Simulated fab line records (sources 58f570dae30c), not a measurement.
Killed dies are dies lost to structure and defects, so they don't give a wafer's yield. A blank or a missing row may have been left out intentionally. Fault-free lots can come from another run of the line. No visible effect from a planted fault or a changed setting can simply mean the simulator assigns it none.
A struck lot beside a sound one | flow berkeleyCmos170 | 14 out of 331 route steps
Sound: these wafers, L670.3, L670.5, L670.6. The struck wafers were L674.1, L674.3, L674.4. The cause is named last.
Each step with rows lists, per side, the tool, then ch with its chambers, then its first start. Under that, the readings that differ: sound wafers | struck wafers | difference of the means | sigmas: that difference in standard deviations of wafers without a fault.
alike: readings with means less than 2 such deviations apart, plus words and numbers identical on both sides. not compared: withheld readings, readings lacking a value on some wafer, bounds such as >300 that could conceal the same value, and numbers that have no deviation in the record and whose values overlap.
Wherever a step has rows on one side only, a row that says differs or no value, or a row with sigmas, the two part there. When numbers do not overlap yet have no deviation, they are printed without sigmas and do not part them. A reading missing from all wafers of one side parts the sides only when that side holds two or more wafers.

first, 2 steps without rows for these wafers: UCB170_NLDD_IMPLANT_08; UCB170_NLDD_IMPLANT_09.
UCB170_NLDD_STRIP_10: strips in O2.
  sound on plasmaAsher-04 ch 0,1, day 8 22:35; struck on plasmaAsher-04 ch 0,1, day 10 14:02
  alike: drypumpMotorCurrentA, o2FlowSccm, oesProductAu, stripTimeToEndpointS
  not compared: rfHoursCounterH
UCB170_NLDD_TW_MEAS_11:
  struck on filmMetro-01, day 10 14:08; sound on filmMetro-01, day 8 22:40
  alike: NLDD_TW
then, 1 step without rows for these wafers: UCB170_NLDD_CLEAN_12 (cleans in SPM, time 600 s).
UCB170_SPACER_CVD_00: deposits SiO2 from TEOS/O2, target thk 376 nm, time 47 s.
  sound on pecvd-03 ch 0,1,2, day 8 23:04; struck on pecvd-03 ch 0,1,2, day 10 14:22
  alike: heaterPowerW
UCB170_SPACER_THK_MEAS_01:
  struck on filmMetro-04, day 10 14:25; sound on filmMetro-03, day 8 23:07
  alike: SPACER_TEOS_THK
then, 1 step without rows for these wafers: UCB170_SPACER_ANNEAL_02 (time 1800 s).
UCB170_SPACER_ETCHBACK_03: etches SiO2 in CHF3/CF4/Ar, stops on Si, target depth 376 nm, time 100 s.
  sound on rieDiel-03 ch 1,2, day 9 07:59; struck on rieDiel-03 ch 1,2,3, day 10 22:46
  alike: drypumpMotorCurrentA, mfcArSccm, oesProductAu, throttleValvePct
  not compared: rfHoursCounterH
then, 3 steps without rows for these wafers: UCB170_PSD_HMDS_00 (prime time 60 s); UCB170_PSD_COAT_01 (resist thk 900 nm); UCB170_PSD_SOFTBAKE_02 (time 60 s).
UCB170_PSD_EXPOSE_03: exposes mask PSELECT MOD, target cd 1200 nm.
  struck on krfScanner-02, day 10 23:24; sound on krfScanner-01 ch 0, day 9 08:33
  no value came back on the struck wafers for exposureDoseMJCm2, focusOffsetNm (nm), reticleTempC (C), stageVelMmS (mm/s); on the sound wafers exposureDoseMJCm2 reads 29.99 29.98 29.97
  alike: mask
after that, 1 step had no rows for these wafers: UCB170_PSD_PEB_04.

## WHERE THEY PART
At UCB170_PSD_EXPOSE_03 and nowhere else, as far as this record goes.

WHY: what the simulator had put in
Beginning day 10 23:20, the whole step at UCB170_PSD_EXPOSE_03 was skipped on krfScanner-02. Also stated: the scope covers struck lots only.
